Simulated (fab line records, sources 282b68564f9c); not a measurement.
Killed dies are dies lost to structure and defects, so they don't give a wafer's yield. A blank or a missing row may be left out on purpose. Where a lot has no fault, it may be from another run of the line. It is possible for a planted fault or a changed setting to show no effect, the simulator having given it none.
Which tool was responsible? || flow rit_cmos || 14 lots with 42 wafers sampled at 6 steps, on a route of 202 steps

WHAT EACH GAUGE READ, for each wafer
RIT_PLDD_TW_MEAS_10.
{"lot": "L165", "measured": "day 2 20:41", "on": "film_metro-03", "PLDD_TW": "2331 2341 2362"}
{"lot": "L166", "measured": "day 3 00:52", "on": "film_metro-01", "PLDD_TW": "2373 2384 2369"}
{"lot": "L167", "measured": "day 3 07:32", "on": "film_metro-03", "PLDD_TW": "2334 2339 2340"}
{"lot": "L168", "measured": "day 3 11:47", "on": "film_metro-01", "PLDD_TW": "2371 2377 2390"}
{"lot": "L169", "measured": "day 3 16:09", "on": "film_metro-04", "PLDD_TW": "2339 2331 2337"}
{"lot": "L170", "measured": "day 3 20:52", "on": "film_metro-03", "PLDD_TW": "2334 2328 2339"}
{"lot": "L171", "measured": "day 4 04:04", "on": "film_metro-01", "PLDD_TW": "2354 2366 2379"}
{"lot": "L172", "measured": "day 4 08:01", "on": "film_metro-01", "PLDD_TW": "2367 2371 2372"}
{"lot": "L173", "measured": "day 4 13:01", "on": "film_metro-01", "PLDD_TW": "2360 2358 2373"}
{"lot": "L174", "measured": "day 4 15:50", "on": "film_metro-04", "PLDD_TW": "2353 2343 2334"}
{"lot": "L175", "measured": "day 4 21:10", "on": "film_metro-04", "PLDD_TW": "2345 2344 2343"}
{"lot": "L176", "measured": "day 5 03:18", "on": "film_metro-03", "PLDD_TW": "2334 2340 2339"}
{"lot": "L183", "measured": "day 6 14:00", "on": "film_metro-01", "PLDD_TW": "1689 1674 1678"}
{"lot": "L185", "measured": "day 7 02:36", "on": "film_metro-01", "PLDD_TW": "1685 1681 1685"}

RIT_SDANNEAL_RS_MEAS_06: uses a four-point probe to measure.
{"lot": "L165", "measured": "day 3 02:49", "on": "film_metro-01", "PLDD_RS (ohm/sq)": "178.1 177.9 177.5"}
{"lot": "L166", "measured": "day 3 07:17", "on": "film_metro-04", "PLDD_RS (ohm/sq)": "179.1 179.1 178.5"}
{"lot": "L167", "measured": "day 3 13:50", "on": "film_metro-03", "PLDD_RS (ohm/sq)": "179.0 179.1 178.7"}
{"lot": "L168", "measured": "day 3 17:53", "on": "film_metro-03", "PLDD_RS (ohm/sq)": "178.4 178.1 178.5"}
{"lot": "L169", "measured": "day 3 22:28", "on": "film_metro-03", "PLDD_RS (ohm/sq)": "179.3 179.0 178.9"}
{"lot": "L170", "measured": "day 4 02:58", "on": "film_metro-01", "PLDD_RS (ohm/sq)": "178.9 178.8 178.9"}
{"lot": "L171", "measured": "day 4 10:20", "on": "film_metro-04", "PLDD_RS (ohm/sq)": "178.8 179.5 178.5"}
{"lot": "L172", "measured": "day 4 14:12", "on": "film_metro-03", "PLDD_RS (ohm/sq)": "178.0 178.3 177.9"}
{"lot": "L173", "measured": "day 4 20:15", "on": "film_metro-03", "PLDD_RS (ohm/sq)": "178.8 178.4 178.5"}
{"lot": "L174", "measured": "day 4 22:19", "on": "film_metro-03", "PLDD_RS (ohm/sq)": "178.1 178.2 178.3"}
{"lot": "L175", "measured": "day 5 03:48", "on": "film_metro-04", "PLDD_RS (ohm/sq)": "179.3 179.3 179.1"}
{"lot": "L176", "measured": "day 5 10:41", "on": "film_metro-04", "PLDD_RS (ohm/sq)": "178.8 179.6 179.2"}
{"lot": "L183", "measured": "day 6 20:31", "on": "film_metro-03", "PLDD_RS (ohm/sq)": "428.7 432.1 431.3"}
{"lot": "L185", "measured": "day 7 08:40", "on": "film_metro-04", "PLDD_RS (ohm/sq)": "430.0 427.3 427.6"}

WHAT TOOL EACH LOT RAN ON (gives the tool, then ch and the chambers of the sampled wafers, and finally the start)
{"lot": "L165", "RIT_PRETRO_STRIP_09": "plasma_asher-01 ch 0,1, day 2 09:10", "RIT_GATE_STRIP_20": "plasma_asher-03 ch 0,1, day 2 14:20", "RIT_PLDD_IMPLANT_08": "implanter-02 ch 0, day 2 20:22", "RIT_NSD_STRIP_09": "plasma_asher-01 ch 0,1, day 3 00:27"}
{"lot": "L166", "RIT_PRETRO_STRIP_09": "plasma_asher-01 ch 0, day 2 13:16", "RIT_GATE_STRIP_20": "plasma_asher-04 ch 0,1, day 2 18:26", "RIT_PLDD_IMPLANT_08": "implanter-04 ch 0, day 3 00:33", "RIT_NSD_STRIP_09": "plasma_asher-02 ch 0,1, day 3 04:45"}
{"lot": "L167", "RIT_PRETRO_STRIP_09": "plasma_asher-02 ch 0,1, day 2 17:04", "RIT_GATE_STRIP_20": "plasma_asher-04 ch 0,1, day 3 01:13", "RIT_PLDD_IMPLANT_08": "implanter-04 ch 0, day 3 07:14", "RIT_NSD_STRIP_09": "plasma_asher-02 ch 0,1, day 3 11:24"}
{"lot": "L168", "RIT_PRETRO_STRIP_09": "plasma_asher-02 ch 0,1, day 2 22:11", "RIT_GATE_STRIP_20": "plasma_asher-04 ch 0,1, day 3 05:36", "RIT_PLDD_IMPLANT_08": "implanter-02 ch 0, day 3 11:27", "RIT_NSD_STRIP_09": "plasma_asher-02 ch 0,1, day 3 15:33"}
{"lot": "L169", "RIT_PRETRO_STRIP_09": "plasma_asher-04 ch 0,1, day 3 04:22", "RIT_GATE_STRIP_20": "plasma_asher-01 ch 0, day 3 09:58", "RIT_PLDD_IMPLANT_08": "implanter-02 ch 0, day 3 15:49", "RIT_NSD_STRIP_09": "plasma_asher-01 ch 0,1, day 3 20:02"}
{"lot": "L170", "RIT_PRETRO_STRIP_09": "plasma_asher-04 ch 0,1, day 3 09:31", "RIT_GATE_STRIP_20": "plasma_asher-01 ch 0,1, day 3 14:47", "RIT_PLDD_IMPLANT_08": "implanter-02 ch 0, day 3 20:33", "RIT_NSD_STRIP_09": "plasma_asher-02 ch 0,1, day 4 00:38"}
{"lot": "L171", "RIT_PRETRO_STRIP_09": "plasma_asher-01 ch 0, day 3 15:44", "RIT_GATE_STRIP_20": "plasma_asher-04 ch 0, day 3 21:46", "RIT_PLDD_IMPLANT_08": "implanter-04 ch 0, day 4 03:45", "RIT_NSD_STRIP_09": "plasma_asher-04 ch 0,1, day 4 08:01"}
{"lot": "L172", "RIT_PRETRO_STRIP_09": "plasma_asher-02 ch 0,1, day 3 19:50", "RIT_GATE_STRIP_20": "plasma_asher-01 ch 0,1, day 4 01:50", "RIT_PLDD_IMPLANT_08": "implanter-01 ch 0, day 4 07:41", "RIT_NSD_STRIP_09": "plasma_asher-01 ch 1, day 4 11:53"}
{"lot": "L173", "RIT_PRETRO_STRIP_09": "plasma_asher-01 ch 0,1, day 3 23:44", "RIT_GATE_STRIP_20": "plasma_asher-04 ch 0,1, day 4 06:25", "RIT_PLDD_IMPLANT_08": "implanter-02 ch 0, day 4 12:41", "RIT_NSD_STRIP_09": "plasma_asher-01 ch 0,1, day 4 17:43"}
{"lot": "L174", "RIT_PRETRO_STRIP_09": "plasma_asher-04 ch 0,1, day 4 04:27", "RIT_GATE_STRIP_20": "plasma_asher-01 ch 0,1, day 4 09:37", "RIT_PLDD_IMPLANT_08": "implanter-02 ch 0, day 4 15:31", "RIT_NSD_STRIP_09": "plasma_asher-01 ch 0, day 4 19:52"}
{"lot": "L175", "RIT_PRETRO_STRIP_09": "plasma_asher-04 ch 0,1, day 4 09:35", "RIT_GATE_STRIP_20": "plasma_asher-04 ch 0,1, day 4 14:44", "RIT_PLDD_IMPLANT_08": "implanter-02 ch 0, day 4 20:50", "RIT_NSD_STRIP_09": "plasma_asher-01 ch 0,1, day 5 01:21"}
{"lot": "L176", "RIT_PRETRO_STRIP_09": "plasma_asher-02 ch 0,1, day 4 15:31", "RIT_GATE_STRIP_20": "plasma_asher-03 ch 0,1, day 4 20:50", "RIT_PLDD_IMPLANT_08": "implanter-02 ch 0, day 5 03:01", "RIT_NSD_STRIP_09": "plasma_asher-04 ch 0,1, day 5 08:22"}
{"lot": "L183", "RIT_PRETRO_STRIP_09": "plasma_asher-04 ch 0,1, day 6 02:03", "RIT_GATE_STRIP_20": "plasma_asher-01 ch 0,1, day 6 07:55", "RIT_PLDD_IMPLANT_08": "implanter-04 ch 0, day 6 13:41", "RIT_NSD_STRIP_09": "plasma_asher-04 ch 0, day 6 18:06"}
{"lot": "L185", "RIT_PRETRO_STRIP_09": "plasma_asher-02 ch 0,1, day 6 10:47", "RIT_GATE_STRIP_20": "plasma_asher-01 ch 0,1, day 6 20:18", "RIT_PLDD_IMPLANT_08": "implanter-04 ch 0, day 7 02:17", "RIT_NSD_STRIP_09": "plasma_asher-01 ch 0,1, day 7 06:20"}
- RIT_PRETRO_STRIP_09: strips in O2, time 180 s.
- RIT_GATE_STRIP_20: strips in O2, time 180 s.
- RIT_PLDD_IMPLANT_08
- RIT_NSD_STRIP_09: strips in O2, time 180 s.

AS READ BY THE TOOLS THEMSELVES (means over the sampled wafers that have a number; for cases with no such wafer, the mark the record gives instead)
RIT_PRETRO_STRIP_09.
{"lot": "L165", "tool": "plasma_asher-01", "drypump_motor_current_A (A)": 5.58}
{"lot": "L166", "tool": "plasma_asher-01", "drypump_motor_current_A (A)": 5.38}
{"lot": "L167", "tool": "plasma_asher-02", "drypump_motor_current_A (A)": 6.14}
{"lot": "L168", "tool": "plasma_asher-02", "drypump_motor_current_A (A)": 6.07}
{"lot": "L169", "tool": "plasma_asher-04", "drypump_motor_current_A (A)": 5.74}
{"lot": "L170", "tool": "plasma_asher-04", "drypump_motor_current_A (A)": 5.63}
{"lot": "L171", "tool": "plasma_asher-01", "drypump_motor_current_A (A)": 5.37}
{"lot": "L172", "tool": "plasma_asher-02", "drypump_motor_current_A (A)": 6.15}
{"lot": "L173", "tool": "plasma_asher-01", "drypump_motor_current_A (A)": 5.60}
{"lot": "L174", "tool": "plasma_asher-04", "drypump_motor_current_A (A)": 5.64}
{"lot": "L175", "tool": "plasma_asher-04", "drypump_motor_current_A (A)": 5.65}
{"lot": "L176", "tool": "plasma_asher-02", "drypump_motor_current_A (A)": 6.15}
{"lot": "L183", "tool": "plasma_asher-04", "drypump_motor_current_A (A)": 5.77}
{"lot": "L185", "tool": "plasma_asher-02", "drypump_motor_current_A (A)": 6.05}

RIT_GATE_STRIP_20.
{"lot": "L165", "tool": "plasma_asher-03", "drypump_motor_current_A (A)": 5.38}
{"lot": "L166", "tool": "plasma_asher-04", "drypump_motor_current_A (A)": 5.76}
{"lot": "L167", "tool": "plasma_asher-04", "drypump_motor_current_A (A)": 5.64}
{"lot": "L168", "tool": "plasma_asher-04", "drypump_motor_current_A (A)": 5.77}
{"lot": "L169", "tool": "plasma_asher-01", "drypump_motor_current_A (A)": 5.40}
{"lot": "L170", "tool": "plasma_asher-01", "drypump_motor_current_A (A)": 5.82}
{"lot": "L171", "tool": "plasma_asher-04", "drypump_motor_current_A (A)": 5.87}
{"lot": "L172", "tool": "plasma_asher-01", "drypump_motor_current_A (A)": 5.61}
{"lot": "L173", "tool": "plasma_asher-04", "drypump_motor_current_A (A)": 5.64}
{"lot": "L174", "tool": "plasma_asher-01", "drypump_motor_current_A (A)": 5.81}
{"lot": "L175", "tool": "plasma_asher-04", "drypump_motor_current_A (A)": 5.77}
{"lot": "L176", "tool": "plasma_asher-03", "drypump_motor_current_A (A)": 5.38}
{"lot": "L183", "tool": "plasma_asher-01", "drypump_motor_current_A (A)": 5.82}
{"lot": "L185", "tool": "plasma_asher-01", "drypump_motor_current_A (A)": 5.81}

RIT_PLDD_IMPLANT_08.
{"lot": "L165", "tool": "implanter-02", "dose_ions_cm2": 8.994e+14, "end_station_pressure_torr (Torr)": 7.3e-06, "faraday_current_uA": 2820}
{"lot": "L166", "tool": "implanter-04", "dose_ions_cm2": 9.005e+14, "end_station_pressure_torr (Torr)": 6.8e-06, "faraday_current_uA": 2795}
{"lot": "L167", "tool": "implanter-04", "dose_ions_cm2": 9.001e+14, "end_station_pressure_torr (Torr)": 7.5e-06, "faraday_current_uA": 2900}
{"lot": "L168", "tool": "implanter-02", "dose_ions_cm2": 8.984e+14, "end_station_pressure_torr (Torr)": 7.2e-06, "faraday_current_uA": 2795}
{"lot": "L169", "tool": "implanter-02", "dose_ions_cm2": 9.002e+14, "end_station_pressure_torr (Torr)": 7.5e-06, "faraday_current_uA": 2779}
{"lot": "L170", "tool": "implanter-02", "dose_ions_cm2": 8.992e+14, "end_station_pressure_torr (Torr)": 7.2e-06, "faraday_current_uA": 2809}
{"lot": "L171", "tool": "implanter-04", "dose_ions_cm2": 8.994e+14, "end_station_pressure_torr (Torr)": 7.5e-06, "faraday_current_uA": 2826}
{"lot": "L172", "tool": "implanter-01", "dose_ions_cm2": 9.008e+14, "end_station_pressure_torr (Torr)": 7.4e-06, "faraday_current_uA": 2827}
{"lot": "L173", "tool": "implanter-02", "dose_ions_cm2": 8.991e+14, "end_station_pressure_torr (Torr)": 7.4e-06, "faraday_current_uA": 2819}
{"lot": "L174", "tool": "implanter-02", "dose_ions_cm2": 8.987e+14, "end_station_pressure_torr (Torr)": 7.3e-06, "faraday_current_uA": 2810}
{"lot": "L175", "tool": "implanter-02", "dose_ions_cm2": 9.012e+14, "end_station_pressure_torr (Torr)": 7.2e-06, "faraday_current_uA": 2814}
{"lot": "L176", "tool": "implanter-02", "dose_ions_cm2": 8.997e+14, "end_station_pressure_torr (Torr)": 7.3e-06, "faraday_current_uA": 2815}
{"lot": "L183", "tool": "implanter-04", "dose_ions_cm2": 2.706e+14, "end_station_pressure_torr (Torr)": 5.6e-06, "faraday_current_uA": 856}
{"lot": "L185", "tool": "implanter-04", "dose_ions_cm2": 2.697e+14, "end_station_pressure_torr (Torr)": 6.2e-06, "faraday_current_uA": 847}

RIT_NSD_STRIP_09.
{"lot": "L165", "tool": "plasma_asher-01", "drypump_motor_current_A (A)": 5.8}
{"lot": "L166", "tool": "plasma_asher-02", "drypump_motor_current_A (A)": 6.1}
{"lot": "L167", "tool": "plasma_asher-02", "drypump_motor_current_A (A)": 6.1}
{"lot": "L168", "tool": "plasma_asher-02", "drypump_motor_current_A (A)": 6.1}
{"lot": "L169", "tool": "plasma_asher-01", "drypump_motor_current_A (A)": 5.6}
{"lot": "L170", "tool": "plasma_asher-02", "drypump_motor_current_A (A)": 6.1}
{"lot": "L171", "tool": "plasma_asher-04", "drypump_motor_current_A (A)": 5.6}
{"lot": "L172", "tool": "plasma_asher-01", "drypump_motor_current_A (A)": 6.0}
{"lot": "L173", "tool": "plasma_asher-01", "drypump_motor_current_A (A)": 5.6}
{"lot": "L174", "tool": "plasma_asher-01", "drypump_motor_current_A (A)": 5.4}
{"lot": "L175", "tool": "plasma_asher-01", "drypump_motor_current_A (A)": 5.6}
{"lot": "L176", "tool": "plasma_asher-04", "drypump_motor_current_A (A)": 5.6}
{"lot": "L183", "tool": "plasma_asher-04", "drypump_motor_current_A (A)": 5.9}
{"lot": "L185", "tool": "plasma_asher-01", "drypump_motor_current_A (A)": 5.6}

THE ANSWER, worked out from the rows above alone
Rule: usual is defined by the lots themselves. The widest of any qualifying gaps counts: lots, ordered by their means at a reading, are off when they make up no more than a third of the lots, leave a main group of 4 or more, and stand apart from it by 3 or more times the standard deviation of that group's means. Not used: any main group whose means are identical at the precision the tables above print for the reading. Also off: a lot with no number at a reading for which 4 or more lots have one. All remaining lots with rows at the step are treated as sound. The gauges are gone through in route order, then the tools' own readings, and for those a lot's mean is taken as printed above. The first step at which some lot is off is used, and at that step the reading that is off furthest; a lot without a number counts as furthest.
Off: L183, L185, seen at RIT_PLDD_TW_MEAS_10 (PLDD_TW). The main group has a mean of 2353 with a standard deviation of 16.
A tool fits if, at a process step before that reading, it ran every lot that is off, and no sound lot after the first of them. Not tried: the gauges at RIT_PLDD_TW_MEAS_10; whatever is off there is also off at RIT_SDANNEAL_RS_MEAS_06, on other tools, and gauge error can't account for it. Undecided on this evidence; 2 tools fit (plasma_asher-01 at RIT_GATE_STRIP_20, implanter-04 at RIT_PLDD_IMPLANT_08).

WHAT THE SIMULATOR PUT IN
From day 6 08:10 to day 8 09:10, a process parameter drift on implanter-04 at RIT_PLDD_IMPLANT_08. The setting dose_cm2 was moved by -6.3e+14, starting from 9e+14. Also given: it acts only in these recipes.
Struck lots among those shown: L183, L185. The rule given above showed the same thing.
